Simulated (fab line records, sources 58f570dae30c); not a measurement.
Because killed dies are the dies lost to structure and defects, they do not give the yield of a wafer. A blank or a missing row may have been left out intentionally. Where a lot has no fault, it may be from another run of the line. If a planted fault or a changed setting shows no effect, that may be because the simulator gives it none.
Comparing a struck lot with a sound one || flow berkeley_cmos170 || 26 out of 331 route steps
Sound: wafers L559.1, L559.5, L559.6. Struck: wafers L568.2, L568.3, L568.5. The cause is named last.
At each step with rows: each side's tool, then ch and its chambers, then its first start. Under that, the readings that differ: sound wafers || struck wafers || difference of the means || sigmas: that difference in standard deviations of wafers without a fault.
alike: a reading whose means differ by less than 2 such deviations, as well as words and numbers matching on both sides. not compared: withheld readings; readings where some wafer has no value; bounds like >300 that might hide an equal value; numbers whose values overlap and for which the record gives no deviation.
Wherever a step has rows on one side only, a row that says differs or no value, or a row with sigmas, the two part there. Numbers that don't overlap but have no deviation are shown without sigmas and don't part them. A reading that every wafer of one side lacks parts them only if that side has two wafers or more.

first, 5 steps without rows for these wafers: UCB170_CONTACT_COAT_10 (resist thk 900 nm); UCB170_CONTACT_SOFTBAKE_11 (time 60 s); UCB170_CONTACT_EXPOSE_12 (exposes mask CONT, target cd 700 nm); UCB170_CONTACT_PEB_13; UCB170_CONTACT_DEVELOP_14 (develop time 45 s).
UCB170_CONTACT_CD_MEAS_15: the cd target is 700 nm.
  sound on cd_sem-01, day 7 13:37; struck on cd_sem-01, day 9 09:32
  alike: cd_nm
UCB170_CONTACT_OVL_MEAS_16:
  sound on overlay-01, day 7 13:44; struck on overlay-02, day 9 09:39
  alike: CONTACT_OVL
UCB170_CONTACT_ETCH_17: etches BARC in N2/H2.
  sound on rie_diel-02 ch 0,1,2, day 7 13:46; struck on rie_diel-04 ch 1,2, day 9 09:41
  alike: drypump_motor_current_A, oes_product_au, throttle_valve_pct
UCB170_CONTACT_ETCH_18: etches PSG in CHF3/CF4/Ar, stops on TiSi2, target depth 840 nm, time 195 s.
  sound on rie_diel-02 ch 0,1,2; struck on rie_diel-04 ch 1,2
  alike: drypump_motor_current_A, oes_product_au, throttle_valve_pct
  not compared: rf_hours_counter_h
UCB170_CONTACT_STRIP_19: strips in O2.
  sound on plasma_asher-02 ch 0,1, day 7 13:56; struck on plasma_asher-04 ch 1, day 9 09:50
  alike: drypump_motor_current_A, o2_flow_sccm, oes_product_au
  not compared: rf_hours_counter_h
UCB170_CONTACT_CD_MEAS_90: the cd target is 700 nm.
  sound on cd_sem-02, day 7 14:02; struck on cd_sem-01, day 9 09:58
  alike: cd_nm
then, 1 step without rows for these wafers: UCB170_CONTACT_CLEAN_20 (cleans in SPM, time 600 s).
UCB170_M1_SPUTTER_00: material Al, target thk 600 nm, time 80 s.
  sound on pvd_sputter-02, day 7 14:20; struck on pvd_sputter-01, day 9 10:52
  alike: throttle_valve_pct
UCB170_M1_RS_MEAS_01: a four-point-probe measurement.
  sound on film_metro-02, day 7 14:24; struck on film_metro-02, day 9 10:57
{"reading": "M1_AL_RS (ohm/sq)", "sound": "0.0490 0.0484 0.0490", "struck": "0.0238 0.0241 0.0240", "difference": -0.0248, "sigmas": -54}
UCB170_M1_THK_MEAS_02: measures by xrf.
  sound on film_metro-02, day 7 14:31; struck on film_metro-02, day 9 11:04
{"reading": "M1_AL_THK (nm)", "sound": "611 622 614", "struck": "1264 1234 1243", "difference": "+631", "sigmas": "+86"}
then, 6 steps without rows for these wafers: UCB170_M1_COAT_03; UCB170_M1_COAT_04 (resist thk 900 nm); UCB170_M1_SOFTBAKE_05 (time 60 s); UCB170_M1_EXPOSE_06 (exposes mask METAL1, target cd 700 nm); UCB170_M1_PEB_07; UCB170_M1_DEVELOP_08 (develop time 45 s).
UCB170_M1_CD_MEAS_09: the cd target is 700 nm.
  sound on cd_sem-01, day 7 15:45; struck on cd_sem-02, day 9 12:10
{"reading": "cd_nm (nm)", "sound": "705.3 703.2 703.8", "struck": "701.6 700.6 699.4", "difference": -3.6, "sigmas": -2}
UCB170_M1_OVL_MEAS_10:
  sound on overlay-02, day 7 15:52; struck on overlay-01, day 9 12:16
  alike: M1_OVL
UCB170_M1_ETCH_11: etches BARC in N2/H2.
  sound on rie_diel-03 ch 2,3, day 7 15:55; struck on rie_diel-04 ch 0,2, day 9 12:17
  alike: drypump_motor_current_A, oes_product_au, throttle_valve_pct
UCB170_M1_METAL_ETCH_12: etches Al in Cl2/BCl3, stops on PSG, target depth 780 nm, time 130 s.
  sound on rie_metal-04 ch 0,1, day 7 15:57; struck on rie_metal-03 ch 1, day 9 12:23
{"reading": "oes_product_au (a.u.)", "sound": "0.841 0.878 0.834", "struck": "0.968 0.970 0.965", "difference": "+0.117", "sigmas": "+8"}
{"reading": "model.etch.depth_nm (nm)", "sound": "595.2 600.8 594.2", "struck": "752.7 749.2 750.2", "difference": "+154.0", "sigmas": ""}
{"reading": "model.M1.feature_depth_nm (nm)", "sound": "634.3 639.6 633.1", "struck": "752.7 749.2 750.2", "difference": "+115.0", "sigmas": ""}
  alike: drypump_motor_current_A, throttle_valve_pct
  not compared: rf_hours_counter_h
UCB170_M1_STRIP_13: strips in O2.
  sound on plasma_asher-03 ch 0,1, day 7 16:05; struck on plasma_asher-01 ch 0,1, day 9 12:36
  alike: drypump_motor_current_A, o2_flow_sccm, oes_product_au
  not compared: rf_hours_counter_h

## WHERE THEY PART
Earliest at UCB170_M1_RS_MEAS_01; latest, in this record, at UCB170_M1_METAL_ETCH_12. Later steps at which nothing parts them and some readings are alike: UCB170_M1_STRIP_13.

WHY: the cause the simulator had injected
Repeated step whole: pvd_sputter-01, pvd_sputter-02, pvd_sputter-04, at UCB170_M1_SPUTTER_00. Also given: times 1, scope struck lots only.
